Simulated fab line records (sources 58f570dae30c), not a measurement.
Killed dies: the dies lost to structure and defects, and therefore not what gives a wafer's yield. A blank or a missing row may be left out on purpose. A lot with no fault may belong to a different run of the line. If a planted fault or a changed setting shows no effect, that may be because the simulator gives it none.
Chamber matching    flow berkeleyCmos170    4 sister chambers for UCB170_PWELL_ETCH_14 on rieDiel-03
The step etches Si3N4 in CH3F/Ar/O2, stops on SiO2, target depth 242 nm, time 151 s. 16 wafers are shown with their chamber, then 8 later ones without.

WAFERS WITH THEIR CHAMBER
wafer   chamber  drypumpMotorCurrentA (A)  throttleValvePct (%)  oesProductAu (a.u.)
L716.2  1        6.3                       8.09                  0.950
L716.5  2        5.7                       8.15                  0.954
L716.6  1        6.4                       8.10                  0.938
L717.1  0        5.6                       8.27                  0.936
L717.5  1        6.3                       8.07                  0.959
L717.6  2        5.7                       8.15                  0.948
L720.1  1        6.3                       8.10                  0.961
L720.2  2        5.7                       8.14                  0.970
L720.6  2        5.7                       8.13                  0.960
L721.1  2        5.8                       8.14                  0.974
L721.5  0        5.6                       8.28                  0.949
L721.6  3        5.3                       8.07                  0.948
L724.1  2        5.7                       8.15                  0.948
L724.2  1        6.3                       8.08                  0.951
L724.6  3        5.3                       8.07                  0.937
L725.3  0        5.6                       8.28                  0.931

SIGNATURES (averages over the wafers above)
reading               chamber 0  chamber 1  chamber 2  chamber 3  scatter within a chamber
drypumpMotorCurrentA  5.600      6.320      5.717      5.300      0.0369
throttleValvePct      8.2767     8.0880     8.1433     8.0700     0.00949
oesProductAu          0.93867    0.95180    0.95900    0.94250    0.00991
Rule: a wafer's distance from a chamber is the root of the sum, over the readings, of the square of ((its reading less the chamber's mean) divided by the reading's scatter). If the next closest chamber is less than 2 further off than the closest, the wafer can't be placed; otherwise it belongs to the closest. How the scatter is found: for the shown wafers, subtract from each reading the mean of its chamber, square and add these, divide the total by (wafers less chambers), then take the root.

WAFERS WITHOUT THEIR CHAMBER
wafer   drypumpMotorCurrentA (A)  throttleValvePct (%)  oesProductAu (a.u.)
L725.4  5.8                       8.15                  0.952
L725.6  5.6                       8.29                  0.926
L726.1  5.6                       8.29                  0.932
L726.3  5.7                       8.16                  0.962
L726.5  5.3                       8.05                  0.952
L731.1  6.4                       8.08                  0.957
L731.4  5.6                       8.30                  0.931
L731.5  5.6                       8.31                  0.929

EACH ONE'S CHAMBER
wafer   from the rows above  in truth
L725.4  2                    2
L725.6  0                    0
L726.1  0                    0
L726.3  2                    2
L726.5  3                    3
L731.1  1                    1
L731.4  0                    0
L731.5  0                    0
8 of 8 placed correctly. Can't be placed from these rows: 0. Wrongly placed: 0.
